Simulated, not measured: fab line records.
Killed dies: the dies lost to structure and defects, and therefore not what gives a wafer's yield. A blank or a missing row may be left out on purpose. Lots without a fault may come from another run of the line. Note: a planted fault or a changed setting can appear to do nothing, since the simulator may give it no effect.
Chamber matching || flow berkeleyCmos170 || UCB170_V2_CVD_00 on pecvd-04: 3 sister chambers
The step deposits SiO2 from TEOS/O2, target thk 2000 nm, time 250 s. 16 wafers are shown with their chamber, then 8 later ones without.

## WAFERS WITH THEIR CHAMBER
{"wafer": "L186.1", "chamber": 1, "rfFwdPowerW (W)": 549.2, "pressureMtorr (mTorr)": 9014, "heaterPowerW (W)": 324}
{"wafer": "L186.2", "chamber": 2, "rfFwdPowerW (W)": 547.0, "pressureMtorr (mTorr)": 8981, "heaterPowerW (W)": 355}
{"wafer": "L186.4", "chamber": 2, "rfFwdPowerW (W)": 548.9, "pressureMtorr (mTorr)": 9001, "heaterPowerW (W)": 254}
{"wafer": "L185.1", "chamber": 1, "rfFwdPowerW (W)": 548.9, "pressureMtorr (mTorr)": 9006, "heaterPowerW (W)": 285}
{"wafer": "L185.2", "chamber": 0, "rfFwdPowerW (W)": 546.2, "pressureMtorr (mTorr)": 9001, "heaterPowerW (W)": 313}
{"wafer": "L185.5", "chamber": 2, "rfFwdPowerW (W)": 546.6, "pressureMtorr (mTorr)": 9001, "heaterPowerW (W)": 355}
{"wafer": "L191.3", "chamber": 0, "rfFwdPowerW (W)": 552.5, "pressureMtorr (mTorr)": 9011, "heaterPowerW (W)": 282}
{"wafer": "L191.5", "chamber": 1, "rfFwdPowerW (W)": 551.2, "pressureMtorr (mTorr)": 9019, "heaterPowerW (W)": 243}
{"wafer": "L191.6", "chamber": 0, "rfFwdPowerW (W)": 549.9, "pressureMtorr (mTorr)": 9013, "heaterPowerW (W)": 321}
{"wafer": "L200.4", "chamber": 0, "rfFwdPowerW (W)": 547.7, "pressureMtorr (mTorr)": 8953, "heaterPowerW (W)": 317}
{"wafer": "L200.5", "chamber": 1, "rfFwdPowerW (W)": 550.9, "pressureMtorr (mTorr)": 8998, "heaterPowerW (W)": 339}
{"wafer": "L200.6", "chamber": 2, "rfFwdPowerW (W)": 547.5, "pressureMtorr (mTorr)": 8995, "heaterPowerW (W)": 352}
{"wafer": "L199.2", "chamber": 1, "rfFwdPowerW (W)": 550.2, "pressureMtorr (mTorr)": 9030, "heaterPowerW (W)": 258}
{"wafer": "L199.5", "chamber": 1, "rfFwdPowerW (W)": 551.3, "pressureMtorr (mTorr)": 9037, "heaterPowerW (W)": 330}
{"wafer": "L199.6", "chamber": 2, "rfFwdPowerW (W)": 547.0, "pressureMtorr (mTorr)": 9006, "heaterPowerW (W)": 246}
{"wafer": "L203.4", "chamber": 2, "rfFwdPowerW (W)": 549.4, "pressureMtorr (mTorr)": 9005, "heaterPowerW (W)": 344}

SIGNATURES (means of the wafers above)
{"reading": "rfFwdPowerW", "chamber 0": 549.075, "chamber 1": 550.283, "chamber 2": 547.733, "scatter within a chamber": 1.63}
{"reading": "pressureMtorr", "chamber 0": 8994.50, "chamber 1": 9017.33, "chamber 2": 8998.17, "scatter within a chamber": 17.3}
{"reading": "heaterPowerW", "chamber 0": 308.25, "chamber 1": 296.50, "chamber 2": 317.67, "scatter within a chamber": 42}
Rule: for a wafer and a chamber, the distance is found by dividing, reading by reading, the gap between the wafer's reading and the chamber's mean by the reading's scatter, squaring, summing and taking the root. The wafer belongs to the nearest chamber; if the next one is less than 2 further off, it can't be placed. How the scatter is found: for the shown wafers, subtract from each reading the mean of its chamber, square and add these, divide the total by (wafers less chambers), then take the root.

## WAFERS MISSING THEIR CHAMBER
{"wafer": "L203.5", "rfFwdPowerW (W)": 550.2, "pressureMtorr (mTorr)": 8988, "heaterPowerW (W)": 230}
{"wafer": "L203.6", "rfFwdPowerW (W)": 549.6, "pressureMtorr (mTorr)": 8971, "heaterPowerW (W)": 342}
{"wafer": "L207.4", "rfFwdPowerW (W)": 548.8, "pressureMtorr (mTorr)": 8976, "heaterPowerW (W)": 244}
{"wafer": "L207.5", "rfFwdPowerW (W)": 546.6, "pressureMtorr (mTorr)": 8988, "heaterPowerW (W)": 304}
{"wafer": "L207.6", "rfFwdPowerW (W)": 549.2, "pressureMtorr (mTorr)": 8988, "heaterPowerW (W)": 252}
{"wafer": "L208.1", "rfFwdPowerW (W)": 548.6, "pressureMtorr (mTorr)": 9012, "heaterPowerW (W)": 299}
{"wafer": "L208.4", "rfFwdPowerW (W)": 547.5, "pressureMtorr (mTorr)": 9027, "heaterPowerW (W)": 241}
{"wafer": "L208.5", "rfFwdPowerW (W)": 546.9, "pressureMtorr (mTorr)": 9014, "heaterPowerW (W)": 262}

## WHICH CHAMBER EACH ONE RAN IN
{"wafer": "L203.5", "from the rows above": "can't be placed: 0 or 1 or 2", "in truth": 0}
{"wafer": "L203.6", "from the rows above": "can't be placed: 0 or 2 or 1", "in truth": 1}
{"wafer": "L207.4", "from the rows above": "can't be placed: 0 or 2 or 1", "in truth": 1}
{"wafer": "L207.5", "from the rows above": "can't be placed: 2 or 0 or 1", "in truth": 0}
{"wafer": "L207.6", "from the rows above": "can't be placed: 0 or 2 or 1", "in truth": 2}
{"wafer": "L208.1", "from the rows above": "can't be placed: 2 or 0 or 1", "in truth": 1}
{"wafer": "L208.4", "from the rows above": "can't be placed: 1 or 2 or 0", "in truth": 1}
{"wafer": "L208.5", "from the rows above": "can't be placed: 2 or 0 or 1", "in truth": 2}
Correctly placed: 0 of 8. From these rows, 8 cannot be placed; in 8 the true chamber is one of the candidates. Placed wrongly: 0.
